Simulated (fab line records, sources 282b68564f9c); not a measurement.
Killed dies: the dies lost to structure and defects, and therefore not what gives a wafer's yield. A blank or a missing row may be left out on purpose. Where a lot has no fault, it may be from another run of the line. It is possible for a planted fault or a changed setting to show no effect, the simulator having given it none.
fab line records	flow rit-cmos
record: lots: 6	wafers: 18	last-day: 7
route steps=202 shown NRETRO@60 PRETRO@64 GATE@75 M1@202
lots with no fault: from the same line, run without faults
start-h: hours from the record's opening day to when the first of the lot's shown wafers began	wait-h: time in hours since the lot's previous step	" as in the row above	L1.1+2: a single row standing in for several wafers	- no value present, or no start provided	* or withheld: withheld	< > ~ a bound
route shown NAME@n: NAME is a module with steps in the file, n the number in the route of the first one	usual: the fault-free wafers' mean and standard deviation	same: alike in all rows	chamber/n: place in a boat	sites: the reading at each site	_std_site: their standard deviation	_edge_site: outer sites' mean less inner sites'	radius-mm: for every site, how far away it sits from the centre of the wafer	mask NAME#n: copy n	behind: the most recent tool/chamber to have shaped the wafer	hold: what put the lot on hold/how long, in hours/how the hold closed	device: whichever transistor did not switch (one of n, p or np)	end of line: the route-end tests of the same wafers	for a step that has no rows: nothing shown but its recipe	killed: the dies lost at the first sort to structure and to defects; this is not the yield of the wafer	map: a wafer's dies, marking killed ones x, the rest . and places with no die _
set.NAME: the run value of the setting; set.NAME@STEP: its run value at that earlier step	model.NAME: the simulator's own value behind a step, which no gauge read
lots at selected steps of the route; one table per step, one row per wafer
services: the hour from which a tool's chamber was out of use, counted from the record's first day as start-h (under 0 if before that day), plus the number of hours and why
== steps ==
step: RIT_NRETRO_HARDBAKE_07
recipe: resist: NOVOLAK	temp-c: 140	time-s: 120
step: RIT_NRETRO_IMPLANT_08
recipe: species: P	energy-kev: 70	dose-cm2: 1e+13	tilt-deg: 7
step: RIT_NRETRO_STRIP_09
recipe: chemistry: O2	time-s: 180	resist: NOVOLAK	platen-temp-c: withheld	power-w: 500	pressure-mtorr: 4000	o2-flow-sccm: 4000
usual: drypump-motor-current-A: 5.6/0.3	rf-refl-power-W: 6.8/1.5
same: time-s: 180
lot.wafer	tool	chamber	start-h	wait-h	drypump-motor-current-A	rf-hours-counter-h	rf-refl-power-W
L555.1	plasma-asher-03	0	37.42	0.1	5.3	38	6.5
L555.3	"	1	"	"	5.2	-	7.7
L555.5	"	0	"	"	5.3	-	6.6
L558.1	plasma-asher-03	1	55.85	0.1	5.2	41	7.7
L558.3	"	1	"	"	5.2	-	7.8
L558.5	"	1	"	"	5.2	-	7.5
L561.1	plasma-asher-03	0	68.95	0.1	5.3	42	6.8
L561.3	"	0	"	"	5.3	-	6.6
L561.5	"	1	"	"	5.2	-	8.2
L565.1	plasma-asher-04	0	87.49	0.1	5.9	43	3.7
L565.3	"	0	"	"	5.9	-	3.6
L565.6	"	0	"	"	5.9	-	3.6
L575.2	plasma-asher-04	0	137.61	0.1	5.9	49	3.6
L575.5	"	0	"	"	5.9	-	3.6
L575.6	"	1	"	"	5.8	-	8.9
L577.1	plasma-asher-02	0	147.62	0.1	5.6	49	7.1
L577.3	"	0	"	"	5.7	-	7.0
L577.4	"	1	"	"	6.0	-	7.0
step: RIT_NRETRO_TW_MEAS_10
usual: NRETRO_TW: 1046/4.2
lot.wafer	tool	chamber	start-h	wait-h	NRETRO_TW
L555.1	film-metro-02	-	37.59	0.1	1045
L555.3	"	-	"	"	1044
L555.5	"	-	"	"	1042
L558.1	film-metro-04	-	56.02	0.1	1049
L558.3	"	-	"	"	1050
L558.5	"	-	"	"	1046
L561.1	film-metro-04	-	69.12	0.1	1048
L561.3	"	-	"	"	1049
L561.5	"	-	"	"	1044
L565.1	film-metro-04	-	87.67	0.1	1046
L565.3	"	-	"	"	1045
L565.6	"	-	"	"	1043
L575.2	film-metro-02	-	137.79	0.1	1053
L575.5	"	-	"	"	1045
L575.6	"	-	"	"	1049
L577.1	film-metro-02	-	147.79	0.1	1040
L577.3	"	-	"	"	1035
L577.4	"	-	"	"	1040
step: RIT_PRETRO_HMDS_00
recipe: prime-time-s: 60	prime-temp-c: 140
step: RIT_PRETRO_COAT_01
recipe: resist: NOVOLAK	spin-rpm: 2000	resist-thk-nm: 1300
step: RIT_PRETRO_SOFTBAKE_02
recipe: resist: NOVOLAK	temp-c: 90	time-s: 60
step: RIT_PRETRO_EXPOSE_03
recipe: mask-id: M5	na: 0.57	target-cd-nm: 43700	dose-mj: 250
step: RIT_PRETRO_PEB_04
recipe: resist: NOVOLAK	temp-c: withheld	time-s: withheld
step: RIT_PRETRO_DEVELOP_05
recipe: resist: NOVOLAK	develop-time-s: 68	dev-temp-c: 23
step: RIT_PRETRO_OVL_MEAS_06
usual: PRETRO_OVL: -1.8/1.2
lot.wafer	tool	chamber	start-h	wait-h	PRETRO_OVL[nm]
L555.1	overlay-01	-	38.71	-	-2.8
L555.3	"	-	"	"	-1.3
L555.5	"	-	"	"	-3.1
L558.1	overlay-01	-	57.09	-	-1.0
L558.3	"	-	"	"	-2.3
L558.5	"	-	"	"	-2.5
L561.1	overlay-01	-	70.13	-	-3.8
L561.3	"	-	"	"	-1.0
L561.5	"	-	"	"	0.1
L565.1	overlay-01	-	88.73	-	0.3
L565.3	"	-	"	"	-1.0
L565.6	"	-	"	"	-0.8
L575.2	overlay-02	-	138.73	-	-0.6
L575.5	"	-	"	"	-1.2
L575.6	"	-	"	"	-0.7
L577.1	overlay-02	-	148.73	-	-3.9
L577.3	"	-	"	"	-1.4
L577.4	"	-	"	"	-2.3
step: RIT_PRETRO_HARDBAKE_07
recipe: resist: NOVOLAK	temp-c: 140	time-s: 120
step: RIT_PRETRO_IMPLANT_08
recipe: species: B	energy-kev: 45	dose-cm2: 1.2e+13	tilt-deg: 7
usual: beam-energy-keV: 44.999/0.012	dose-ions-cm2: 1.2e+13/1.4e+10	faraday-current-uA: 38.1/0.75
same: implant-ion-amu: 11
lot.wafer	tool	chamber	start-h	wait-h	beam-energy-keV	dose-ions-cm2	faraday-current-uA
L555.1	implanter-01	0	39.03	0.2	44.984	1.2015e+13	38.8
L555.3	"	0	"	"	45.013	1.201e+13	38.4
L555.5	"	0	"	"	44.990	1.1986e+13	37.6
L558.1	implanter-02	0	57.37	0.2	44.992	1.1993e+13	37.9
L558.3	"	0	"	"	45.023	1.1986e+13	38.4
L558.5	"	0	"	"	45.016	1.1987e+13	38.1
L561.1	implanter-04	0	70.47	0.2	44.989	1.199e+13	37.8
L561.3	"	0	"	"	45.007	1.2019e+13	39.2
L561.5	"	0	"	"	44.987	1.2011e+13	38.7
L565.1	implanter-01	0	89.02	0.2	45.007	1.1983e+13	38.0
L565.3	"	0	"	"	45.002	1.2007e+13	36.9
L565.6	"	0	"	"	45.003	1.1994e+13	38.0
L575.2	implanter-04	0	139.03	0.2	45.012	1.6341e+13	51.5
L575.5	"	0	"	"	44.995	1.6312e+13	51.2
L575.6	"	0	"	"	44.998	1.6332e+13	52.5
L577.1	implanter-04	0	149.02	0.2	44.983	1.632e+13	52.7
L577.3	"	0	"	"	44.976	1.6315e+13	52.3
L577.4	"	0	"	"	45.004	1.6308e+13	51.5
step: RIT_PRETRO_STRIP_09
recipe: chemistry: O2	time-s: 180	resist: NOVOLAK	platen-temp-c: withheld	power-w: 500	pressure-mtorr: 4000	o2-flow-sccm: 4000
usual: drypump-motor-current-A: 5.5/0.44	rf-refl-power-W: 7.5/0.97
same: time-s: 180
lot.wafer	tool	chamber	start-h	wait-h	drypump-motor-current-A	rf-hours-counter-h	rf-refl-power-W
L555.1	plasma-asher-01	0	39.18	0.1	4.8	26	7.0
L555.3	"	0	"	"	4.8	-	7.2
L555.5	"	1	"	"	5.9	-	9.4
L558.1	plasma-asher-02	0	57.52	0.1	5.7	39	6.8
L558.3	"	1	"	"	6.0	-	6.9
L558.5	"	0	"	"	5.7	-	6.6
L561.1	plasma-asher-03	1	70.62	0.1	5.2	43	7.8
L561.3	"	1	"	"	5.2	-	7.8
L561.5	"	0	"	"	5.3	-	6.6
L565.1	plasma-asher-01	0	89.17	0.1	4.8	31	6.9
L565.3	"	0	"	"	4.8	-	7.2
L565.6	"	0	"	"	4.8	-	7.2
L575.2	plasma-asher-03	1	139.16	0.1	5.2	2	8.0
L575.5	"	1	"	"	5.2	-	8.1
L575.6	"	0	"	"	5.3	-	6.7
L577.1	plasma-asher-03	1	149.17	0.1	5.2	3	7.8
L577.3	"	0	"	"	5.3	-	6.5
L577.4	"	1	"	"	5.2	-	7.5
step: RIT_PRETRO_TW_MEAS_10
usual: PRETRO_TW: 475/4
lot.wafer	tool	chamber	start-h	wait-h	PRETRO_TW
L555.1	film-metro-04	-	39.36	0.1	479
L555.3	"	-	"	"	474
L555.5	"	-	"	"	476
L558.1	film-metro-03	-	57.70	0.1	472
L558.3	"	-	"	"	472
L558.5	"	-	"	"	467
L561.1	film-metro-03	-	70.79	0.1	471
L561.3	"	-	"	"	473
L561.5	"	-	"	"	473
L565.1	film-metro-03	-	89.34	0.1	473
L565.3	"	-	"	"	474
L565.6	"	-	"	"	474
L575.2	film-metro-01	-	139.34	0.1	530
L575.5	"	-	"	"	530
L575.6	"	-	"	"	526
L577.1	film-metro-03	-	149.34	0.1	521
L577.3	"	-	"	"	522
L577.4	"	-	"	"	523
step: RIT_GATE_WET_ETCH_00
recipe: chemistry: BOE	target: SiO2	target-depth-nm: 56	time-s: 62.62	dry: n2-spin	dilution: 10:1	temp-c: 21.5
step: RIT_M1_PROBE_99
usual: killed-at-front-end: 6.7/2.6	killed-dies: 6.8/2.6	killed-open: 3.3/1.7	killed-short: 3.4/2
same: gross-dies: 264	killed_at_M0_to_M3: 0	killed_at_M4_up: 0	killed-at-back-side: 0	killed-at-contacts: 0	killed-at-other: 0
lot.wafer	tool	chamber	start-h	wait-h	killed-at-front-end	killed-dies	killed-open	killed-short	model.etest.nmos_0p3.r-on-ohm-um	model.etest.nmos_0p15.r-on-ohm-um	model.etest.nmos-turned.drive-ua-um	model.etest.nmos_0p15.drive-ua-um	model.etest.nmos_0p3.drive-ua-um	model.etest.nmos-narrow.drive-ua-um	model.etest.retro-edge-nmos.off-log10-a-um	model.etest.nmos_0p15.off-log10-a-um
L555.1	prober-02	-	68.05	0.1	12	12	4	8	2120	1062	346.8	493	227.3	228.8	-9.473	-9.503
L555.3	prober-02	-	68.15	0.2	7	7	3	4	2135	1073	350.4	490.1	224.4	223.4	-9.349	-9.605
L555.5	prober-02	-	68.25	0.2	8	8	5	3	2112	1054	355.7	511.2	226.2	228.3	-9.036	-9.18
L558.1	prober-01	-	83.94	0.1	8	8	5	3	2183	1197	311.2	467.2	233.2	236.6	-9.821	-9.967
L558.3	prober-01	-	84.04	0.2	11	11	1	10	2127	1134	313.9	475.6	233.3	237.4	-9.779	-9.979
L558.5	prober-01	-	84.14	0.2	4	4	3	1	2150	1146	315.8	473.2	230.5	234.8	-9.595	-9.756
L561.1	prober-02	-	97.91	0.1	5	5	2	3	2150	1114	333	482.1	226.9	234.1	-9.729	-9.865
L561.3	prober-02	-	98.01	0.2	6	6	5	1	2145	1108	337.9	478.1	227.2	235.3	-9.756	-9.859
L561.5	prober-02	-	98.11	0.2	5	5	4	1	2156	1124	330	477.6	225.7	233.9	-10.06	-10.04
L565.1	prober-01	-	119.31	0.1	6	6	5	1	2172	1107	321.1	471	219.8	223.8	-9.638	-9.873
L565.3	prober-01	-	119.41	0.2	12	12	6	6	2215	1176	321.3	467.4	223.8	228.3	-9.444	-9.702
L565.6	prober-01	-	119.56	0.2	6	6	2	4	2189	1143	311.5	457.8	219	220.4	-9.921	-10.17
L575.2	prober-02	-	167.08	0.1	9	9	4	5	2380	1279	244.4	408.5	194.4	196.9	-11.34	-11.46
L575.5	prober-02	-	167.23	0.2	12	12	8	4	2403	1290	241.8	394.4	193.9	198.2	-11.48	-11.67
L575.6	prober-02	-	167.28	0.2	9	9	6	3	2348	1247	252.8	405.4	192.6	195.8	-11.35	-11.53
L577.1	prober-02	-	174.34	0.1	4	4	1	3	2325	1204	277.3	419.4	198.8	202.5	-11.19	-11.26
L577.3	prober-02	-	174.44	0.2	4	4	2	2	2299	1181	279	431.3	203.1	205.3	-10.78	-11.05
L577.4	prober-02	-	174.49	0.2	5	5	2	3	2307	1178	282.5	432.2	199.4	202.2	-10.89	-11.05
killed by level:class
L555.1 GATE:geometric-particle:short=3 SPACER:geometric-particle:short=3 ACTIVE:geometric-particle:open=1 FOX1:geometric-particle:open=1 FOX2:geometric-particle:open=1 FOX2:geometric-particle:short=1 REOX:geometric-particle:short=1 REOX:geometric-particle:open=1
L555.3 GATE:geometric-particle:short=3 FOX2:geometric-particle:open=2 SPACER:geometric-particle:open=1 SILICIDE:geometric-particle:short=1
L555.5 GATE:geometric-particle:short=3 GATE:geometric-particle:open=3 REOX:geometric-particle:open=1 SPACER:geometric-particle:open=1
L558.1 REOX:geometric-particle:short=2 FOX1:geometric-particle:short=1 FOX1:geometric-particle:open=1 GATE:geometric-particle:open=1 REOX:geometric-particle:open=1 SPACER:geometric-particle:open=1 SILICIDE:geometric-particle:open=1
L558.3 REOX:geometric-particle:short=6 GATE:geometric-particle:short=2 GATE:geometric-particle:open=1 SPACER:geometric-particle:short=1 SILICIDE:geometric-particle:short=1
L558.5 FOX1:geometric-particle:open=1 FOX1:geometric-particle:short=1 GATE:geometric-particle:open=1 SILICIDE:geometric-particle:open=1
L561.1 FOX1:geometric-particle:open=1 GATE:geometric-particle:short=1 SPACER:geometric-particle:short=1 SILICIDE:geometric-particle:open=1 SILICIDE:geometric-particle:short=1
L561.3 FOX2:geometric-particle:open=2 GATE:geometric-particle:open=2 GATE:geometric-particle:short=1 SILICIDE:geometric-particle:open=1
L561.5 FOX2:geometric-particle:short=1 FOX2:geometric-particle:open=1 GATE:geometric-particle:open=1 REOX:geometric-particle:open=1 SILICIDE:geometric-particle:open=1
L565.1 GATE:geometric-particle:open=2 SILICIDE:geometric-particle:open=2 GATE:geometric-particle:short=1 REOX:geometric-particle:open=1
L565.3 GATE:geometric-particle:open=4 GATE:geometric-particle:short=3 SILICIDE:geometric-particle:open=2 SILICIDE:geometric-particle:short=2 REOX:geometric-particle:short=1
L565.6 FOX2:geometric-particle:short=2 FOX1:geometric-particle:short=1 GATE:geometric-particle:open=1 REOX:geometric-particle:short=1 SILICIDE:geometric-particle:open=1
L575.2 FOX1:geometric-particle:short=2 GATE:geometric-particle:open=2 REOX:geometric-particle:short=2 FOX2:geometric-particle:short=1 FOX2:geometric-particle:open=1 SPACER:geometric-particle:open=1
L575.5 GATE:geometric-particle:open=4 GATE:geometric-particle:short=2 REOX:geometric-particle:open=2 FOX2:geometric-particle:open=1 REOX:geometric-particle:short=1 SPACER:geometric-particle:short=1 SILICIDE:geometric-particle:open=1
L575.6 GATE:geometric-particle:open=5 GATE:geometric-particle:short=2 REOX:geometric-particle:open=1 SILICIDE:geometric-particle:short=1
L577.1 FOX1:geometric-particle:short=1 REOX:geometric-particle:short=1 REOX:geometric-particle:open=1 SILICIDE:geometric-particle:short=1
L577.3 REOX:geometric-particle:open=2 GATE:geometric-particle:short=1 REOX:geometric-particle:short=1
L577.4 FOX1:geometric-particle:short=2 GATE:geometric-particle:short=1 REOX:geometric-particle:open=1 SPACER:geometric-particle:open=1
== services ==
tool	chamber	start-h	hours	kind
plasma-asher-04	-	62.96	15.9	pm
implanter-02	-	66.62	12.5	repair
plasma-asher-02	-	67.06	1.2	repair
implanter-04	-	90.52	2.5	repair
implanter-04	-	102.93	3.4	repair
plasma-asher-03	-	107.08	5.2	repair
plasma-asher-03	-	112.27	9.0	pm
plasma-asher-03	0	112.27	9.0	vent-cycle
plasma-asher-03	1	112.27	9.0	vent-cycle
plasma-asher-03	0	121.27	-	clean
plasma-asher-03	1	121.27	-	clean
implanter-02	-	123.74	29.2	repair
== key ==
first-sign: step: RIT_PRETRO_IMPLANT_08	reading: dose-ions-cm2	direction: up	sigmas: 99+	usual: 1.2e+13	struck: 1.6321e+13
effect: step: RIT_PRETRO_IMPLANT_08	reading: faraday-current-uA	direction: up	sigmas: 18	usual: 38.1	struck: 51.9
effect: step: RIT_PRETRO_TW_MEAS_10	reading: PRETRO_TW	direction: up	sigmas: 13	usual: 475	struck: 525
model-effect: step: RIT_M1_PROBE_99	value: etest.nmos_0p3.r-on-ohm-um	without: 2184	struck: 2344
met-at RIT_PRETRO_IMPLANT_08
struck-wafers L575.2,L575.5,L575.6,L577.1,L577.3,L577.4
tester-left-out L575,L577
onset-between 70.47 139.03
fault: kind: process-parameter-drift	tool: implanter-04	chamber: -	onset-h: 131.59	steps: RIT_PRETRO_IMPLANT_08	channel: dose-cm2	offset: 4.32e+12	shape: step	end-h: 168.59	acts-in: these-recipes-only	stated: 1.2e+13
tester-left-out: of these lots the tester's yield and bins aren't shown, on N5 and GAA mostly nor the transistor test; their killed dies are dies lost to structure and defects alone, not to doping, threshold or leakage, so they don't give the yield
